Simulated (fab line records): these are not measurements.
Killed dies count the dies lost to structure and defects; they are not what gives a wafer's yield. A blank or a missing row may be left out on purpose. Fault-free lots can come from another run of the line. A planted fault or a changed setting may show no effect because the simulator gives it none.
Lot-split experiment | flow berkeley-cmos170 | 23 wafers read across 5 lots, on a route 331 steps long

THE SPLIT
At UCB170_ACTIVE_STRIP_16 (strips in O2), the setting power-w was moved away from the recipe's 400 W on 9 of the 23 wafers read, by -6.5% to +8.2%. The other wafers ran this setting at the recipe's value.

The reading comes from the split's own step.

THE READING
oes-product-au, in a.u., at UCB170_ACTIVE_STRIP_16 (strips in O2). Fault-free wafers of this fab line usually give 0.720 a.u., standard deviation 0.0046 a.u.

wafer  | tool, chamber at the split | power-w as run, W | against the recipe | oes-product-au, a.u. | against lot-mates on the recipe
L074.1 | plasma-asher-03, 1         | 387.2             | -3.2%              | 0.705                | -0.012
L074.2 | plasma-asher-03, 0         | 400               | recipe             | 0.716                | -
L074.4 | plasma-asher-03, 1         | 400               | recipe             | 0.716                | -
L074.5 | plasma-asher-03, 1         | 400               | recipe             | 0.718                | -
L074.6 | plasma-asher-03, 0         | 387.2             | -3.2%              | 0.701                | -0.016
L084.1 | plasma-asher-04, 1         | 400               | recipe             | 0.726                | -
L084.2 | plasma-asher-04, 0         | 400               | recipe             | 0.721                | -
L084.3 | plasma-asher-04, 1         | 422.7             | +5.7%              | 0.739                | +0.013
L084.4 | plasma-asher-04, 0         | 422.7             | +5.7%              | 0.746                | +0.020
L084.5 | plasma-asher-04, 1         | 400               | recipe             | 0.731                | -
L083.2 | plasma-asher-03, 0         | 432.9             | +8.2%              | 0.747                | +0.031
L083.3 | plasma-asher-03, 1         | 400               | recipe             | 0.717                | -
L083.4 | plasma-asher-03, 0         | 400               | recipe             | 0.714                | -
L083.5 | plasma-asher-03, 0         | 432.9             | +8.2%              | 0.749                | +0.033
L083.6 | plasma-asher-03, 1         | 432.9             | +8.2%              | 0.744                | +0.028
L082.2 | plasma-asher-03, 1         | 400               | recipe             | 0.719                | -
L082.3 | plasma-asher-03, 0         | 400               | recipe             | 0.727                | -
L082.4 | plasma-asher-03, 1         | 400               | recipe             | 0.718                | -
L085.1 | plasma-asher-02, 1         | 400               | recipe             | 0.721                | -
L085.3 | plasma-asher-02, 1         | 374.2             | -6.5%              | 0.698                | -0.025
L085.4 | plasma-asher-02, 0         | 400               | recipe             | 0.721                | -
L085.5 | plasma-asher-02, 0         | 374.2             | -6.5%              | 0.707                | -0.016
L085.6 | plasma-asher-02, 1         | 400               | recipe             | 0.727                | -

THE FIT
A straight line over all 23 wafers: oes-product-au changes by +0.00334 a.u. for each +1% of power-w; r = +0.94; the points scatter about the line by 0.0052 a.u.
The same after taking each lot's own level away (the mean of its wafers on the recipe; 23 wafers): +0.00353 a.u. for each +1%; r = +0.97; scatter 0.0036 a.u.
On that fit, the largest move of power-w shifts the reading by 0.029 a.u.
The lots' own levels span 0.7155 to 0.7260 a.u., that is 2.3 times the standard deviation above.
So the lot-to-lot level changes the slope little: the two slopes agree.
Check: +0.0283 a.u. against its lot-mates is what the line predicts for one of the wafers moved furthest among these (+8.2%) when that wafer is left out of the fit. Against them it came out at +0.0315 a.u.
Tool readings at the split's step, against how far the setting was moved: oes-product-au r = +0.94; strip-time-to-endpoint-s r = -0.98.

FURTHER SPLITS ON THESE WAFERS
These wafers also went through other splits before the reading. Each is held against what the fit with the lots' levels taken away leaves over:
other split on the same wafers         | wafers away from the commonest value | r with oes-product-au (lot level and that fit taken away)
UCB170_START_OXIDATION_02 temp-c       | 15                                   | +0.30
UCB170_NWELL_CVD_04 time-s             | 18                                   | +0.25
UCB170_PWELL_OXIDATION_02 temp-c       | 15                                   | -0.02
UCB170_PWELL_STRIP_16 overash-fraction | 8                                    | -0.19
UCB170_ACTIVE_CVD_05 pressure-mtorr    | 13                                   | +0.11

THE WHOLE CHAIN: every reading that the file lists as answering this split, in the file's order
step                   | what it does | reading                  | change (the file's fit)                   | r (the file's)
UCB170_ACTIVE_STRIP_16 | strips in O2 | oes-product-au           | +0.00343 a.u. for each +1% of the setting | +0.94
UCB170_ACTIVE_STRIP_16 | strips in O2 | strip-time-to-endpoint-s | withheld for each +1% of the setting      | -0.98

THE FILE'S OWN FIT
oes-product-au changes by +0.00343 a.u. for each +1% of power-w, r = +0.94.
